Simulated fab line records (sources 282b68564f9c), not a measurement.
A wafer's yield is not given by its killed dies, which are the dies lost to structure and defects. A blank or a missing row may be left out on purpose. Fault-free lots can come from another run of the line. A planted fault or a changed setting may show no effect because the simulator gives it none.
Split-lot experiment | flow rit_cmos | on a route of 202 steps: 5 lots, 23 wafers read

== THE SPLIT ==
At RIT_ACTIVE_EXPOSE_08 (exposes mask M1, target cd 1400 nm), the setting dose_mj was moved away from the recipe's 225 on 9 of the 23 wafers read, by -5.2% to +5.9%. For the rest of the wafers, this setting stayed at what the recipe calls for.

== FROM THE SPLIT TO THE READING: what the file shows between them, 6 steps ==
- RIT_ACTIVE_PEB_09
- RIT_ACTIVE_DEVELOP_10: develop time 50 s
- RIT_ACTIVE_CD_MEAS_11: target cd 1400 nm
- RIT_ACTIVE_HARDBAKE_12: time 60 s
- RIT_ACTIVE_ETCH_13: etches Si3N4 in SF6, stops on SiO2, time 210 s, target depth 210 nm
- RIT_ACTIVE_STRIP_14: strips in O2, time 180 s

== THE READING ==
Shown in nm: cd_nm at RIT_ACTIVE_CD_MEAS_90, with target cd 1400 nm. Fault-free wafers of this fab line usually give 1400 nm, standard deviation 3 nm.

wafer  | tool, chamber at the split | dose_mj as run | against the recipe | cd_nm, nm | against lot-mates on the recipe
L075.2 | iline_stepper-02, 0        | 225            | recipe             | 1402      | -
L075.5 | iline_stepper-02, 0        | 225            | recipe             | 1404      | -
L075.6 | iline_stepper-02, 0        | 225            | recipe             | 1404      | -
L077.2 | iline_stepper-02, 0        | 236.3          | +5.0%              | 1390      | -13
L077.3 | iline_stepper-02, 0        | 225            | recipe             | 1403      | -
L077.4 | iline_stepper-02, 0        | 236.3          | +5.0%              | 1391      | -12
L077.5 | iline_stepper-02, 0        | 225            | recipe             | 1403      | -
L077.6 | iline_stepper-02, 0        | 225            | recipe             | 1402      | -
L078.1 | iline_stepper-01, 0        | 236.6          | +5.2%              | 1385      | -16
L078.3 | iline_stepper-01, 0        | 236.6          | +5.2%              | 1386      | -15
L078.4 | iline_stepper-01, 0        | 225            | recipe             | 1401      | -
L078.5 | iline_stepper-01, 0        | 225            | recipe             | 1401      | -
L078.6 | iline_stepper-01, 0        | 236.6          | +5.2%              | 1387      | -14
L081.1 | iline_stepper-02, 0        | 225            | recipe             | 1400      | -
L081.2 | iline_stepper-02, 0        | 225            | recipe             | 1399      | -
L081.3 | iline_stepper-02, 0        | 225            | recipe             | 1400      | -
L081.4 | iline_stepper-02, 0        | 238.3          | +5.9%              | 1384      | -16
L081.6 | iline_stepper-02, 0        | 238.3          | +5.9%              | 1382      | -18
L084.1 | iline_stepper-01, 0        | 213.4          | -5.2%              | 1421      | +18
L084.2 | iline_stepper-01, 0        | 225            | recipe             | 1402      | -
L084.3 | iline_stepper-01, 0        | 213.4          | -5.2%              | 1417      | +14
L084.5 | iline_stepper-01, 0        | 225            | recipe             | 1403      | -
L084.6 | iline_stepper-01, 0        | 225            | recipe             | 1403      | -

THE FIT
A straight line over all 23 wafers: cd_nm changes by -3.04 nm for each +1% of dose_mj; r = -0.98; the points scatter about the line by 1.9 nm.
The same after taking each lot's own level away (the mean of its wafers on the recipe; 23 wafers): -2.88 nm for each +1%; r = -0.99; scatter 1.2 nm.
On that fit, the largest move of dose_mj shifts the reading by 17 nm.
Across the lots, their own levels run from 1399.7 to 1403.3 nm, a range of 1.2 times the standard deviation given above.
The two slopes are in agreement: the lot-to-lot level therefore moves the slope only a little.
Check: -16.8 nm against its lot-mates is what the line predicts for one of the wafers moved furthest among these (+5.9%) when that wafer is left out of the fit. It came out at -15.7 nm against them.

== OTHER SPLITS ON THESE WAFERS ==
Before the reading, these wafers also passed through other splits. Each is held against what the fit with the lots' levels taken away leaves over:
other split on the same wafers      | wafers away from the commonest value | r with cd_nm (lot level and that fit taken away)
RIT_ACTIVE_CVD_03 sih2cl2_flow_sccm | 15                                   | -0.21

== THE WHOLE CHAIN: every reading that the file lists as answering this split, in the file's order ==
step                  | what it does                                                        | reading                                                       | change (the file's fit)              | r (the file's)
RIT_ACTIVE_CD_MEAS_11 | target cd 1400 nm                                                   | cd_nm                                                         | -2.78 nm for each +1% of the setting | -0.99
RIT_ACTIVE_ETCH_13    | etches Si3N4 in SF6, stops on SiO2, time 210 s, target depth 210 nm | ACTIVE.cd_nm (the simulator's own value, which no gauge read) | -2.8 nm for each +1% of the setting  | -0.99
RIT_ACTIVE_CD_MEAS_90 | target cd 1400 nm                                                   | cd_nm                                                         | -2.79 nm for each +1% of the setting | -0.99

== THE FILE'S OWN FIT ==
cd_nm changes by -2.79 nm for each +1% of dose_mj, r = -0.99.
